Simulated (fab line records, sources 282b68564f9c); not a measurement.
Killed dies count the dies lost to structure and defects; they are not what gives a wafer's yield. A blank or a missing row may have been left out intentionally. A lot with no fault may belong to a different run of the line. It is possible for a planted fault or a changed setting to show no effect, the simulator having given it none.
Split-lot trial	flow ritCmos	on a route of 202 steps: 5 lots, 23 wafers read

THE SPLIT
At RIT_NWELL_IMPLANT_08, the setting doseCm2 was moved away from the recipe's 5e+13 on 8 of the 23 wafers read, by -2.6% to +4.0%. All remaining wafers had this setting at the recipe value.

FROM THE SPLIT TO THE READING: what the file shows between them, 3 steps
- RIT_PWELL_IMPLANT_08 (also split here: energyKev)
- RIT_PWELL_STRIP_09: strips in O2, time 180 s
- RIT_WELLDRIVE_ANNEAL_00: time 14700 s

THE READING
Measured at RIT_WELLDRIVE_RS_MEAS_01 by four-point probe: NWELL_RS, in ohm/sq. On this fab line, fault-free wafers typically give 275.5 ohm/sq with a standard deviation of 0.73 ohm/sq.

wafer	tool, chamber at the split	doseCm2 as run	against the recipe	NWELL_RS, ohm/sq	against lot-mates on the recipe
L074.2	implanter-02, 0	5e+13	recipe	274.4	-
L074.4	implanter-02, 0	5e+13	recipe	274.5	-
L074.5	implanter-02, 0	5e+13	recipe	273.9	-
L077.1	implanter-01, 0	5e+13	recipe	275.8	-
L077.2	implanter-01, 0	5e+13	recipe	276.2	-
L077.3	implanter-01, 0	5e+13	recipe	275.6	-
L077.4	implanter-01, 0	5e+13	recipe	275.9	-
L077.6	implanter-01, 0	5e+13	recipe	276.6	-
L079.1	implanter-01, 0	4.872e+13	-2.6%	278.9	+4.3
L079.2	implanter-01, 0	4.872e+13	-2.6%	279.0	+4.4
L079.4	implanter-01, 0	4.872e+13	-2.6%	279.5	+4.9
L079.5	implanter-01, 0	5e+13	recipe	275.1	-
L079.6	implanter-01, 0	5e+13	recipe	274.0	-
L081.1	implanter-02, 0	5e+13	recipe	274.9	-
L081.3	implanter-02, 0	5.104e+13	+2.1%	273.2	-2.5
L081.4	implanter-02, 0	5e+13	recipe	276.5	-
L081.5	implanter-02, 0	5.104e+13	+2.1%	272.8	-2.9
L081.6	implanter-02, 0	5.104e+13	+2.1%	272.7	-3.0
L083.1	implanter-02, 0	5.2e+13	+4.0%	268.0	-6.9
L083.2	implanter-02, 0	5e+13	recipe	274.3	-
L083.4	implanter-02, 0	5e+13	recipe	275.4	-
L083.5	implanter-02, 0	5.2e+13	+4.0%	268.5	-6.4
L083.6	implanter-02, 0	5e+13	recipe	274.9	-

FIT RESULTS
A straight line over all 23 wafers: NWELL_RS changes by -1.55 ohm/sq for each +1% of doseCm2; r = -0.95; the points scatter about the line by 0.85 ohm/sq.
The same after taking each lot's own level away (the mean of its wafers on the recipe; 23 wafers): -1.65 ohm/sq for each +1%; r = -0.99; scatter 0.49 ohm/sq.
Per that fit: largest doseCm2 move, reading shift of 6.6 ohm/sq.
The lots' own levels span 274.27 to 276.02 ohm/sq, that is 2.4 times the standard deviation above.
The two slopes agree, so the slope changes little with the lot-to-lot level.
Check: with one of the wafers moved furthest among these (+4.0%) left out of the fit, the line predicts -6.31 ohm/sq for it against its lot-mates. Against them it came out at -6.87 ohm/sq.

THESE WAFERS: OTHER SPLITS
Note: prior to the reading, these wafers also went through further splits. Each is held against what the fit with the lots' levels taken away leaves over:
other split on the same wafers	wafers away from the commonest value	r with NWELL_RS (lot level and that fit taken away)
RIT_ACTIVE_OXIDATION_01 tempC	15	-0.08
RIT_ACTIVE_HARDBAKE_12 tempC	5	+0.07
RIT_PWELL_IMPLANT_08 energyKev	8	+0.17

FILE'S OWN FIT
NWELL_RS changes by -1.64 ohm/sq for each +1% of doseCm2, r = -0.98.
